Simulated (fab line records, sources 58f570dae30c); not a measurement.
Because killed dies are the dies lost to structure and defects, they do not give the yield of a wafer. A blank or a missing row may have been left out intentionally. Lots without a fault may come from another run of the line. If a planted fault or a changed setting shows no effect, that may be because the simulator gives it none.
Chamber matching -- flow berkeleyCmos170 -- UCB170_V2_CVD_00 on pecvd-01 has 3 sister chambers
The step deposits SiO2 from TEOS/O2, target thk 2000 nm, time 250 s. 6 wafers are shown with their chamber, then 8 later ones without.

== WAFERS, EACH WITH ITS CHAMBER ==
wafer,chamber,heaterPowerW (W)
L801.2,1,143
L801.5,0,242
L801.6,1,187
L804.1,0,326
L804.5,2,234
L806.1,2,318

== WAFERS MISSING THEIR CHAMBER ==
wafer,heaterPowerW (W)
L806.3,249
L806.6,119
L811.4,188
L811.5,320
L811.6,230
L814.1,315
L814.3,147
L814.6,249

== THE CHAMBER EACH PASSED THROUGH ==
wafer,from the rows above,in truth
L806.3,can't be placed: 2 or 0 or 1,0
L806.6,1,1
L811.4,can't be placed: 1 or 2 or 0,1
L811.5,can't be placed: 0 or 2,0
L811.6,can't be placed: 2 or 0 or 1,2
L814.1,can't be placed: 0 or 2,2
L814.3,1,1
L814.6,can't be placed: 2 or 0 or 1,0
Placed correctly: 2 of 8. Cannot be placed on the basis of these rows: 6; the candidates contain the true chamber in 6. Number placed wrongly: 0.
How it was worked out, from the rows above alone: a wafer's distance from a chamber is the root of the sum, over the readings, of the square of ((its reading less the chamber's mean) divided by the reading's scatter). If the next closest chamber is less than 2 further off than the closest, the wafer can't be placed; otherwise it belongs to the closest. The mean given for a chamber averages the wafers shown for that chamber. The scatter: take each reading less its chamber's mean, square it, sum over the shown wafers, divide by the number of wafers less the number of chambers, and take the root.
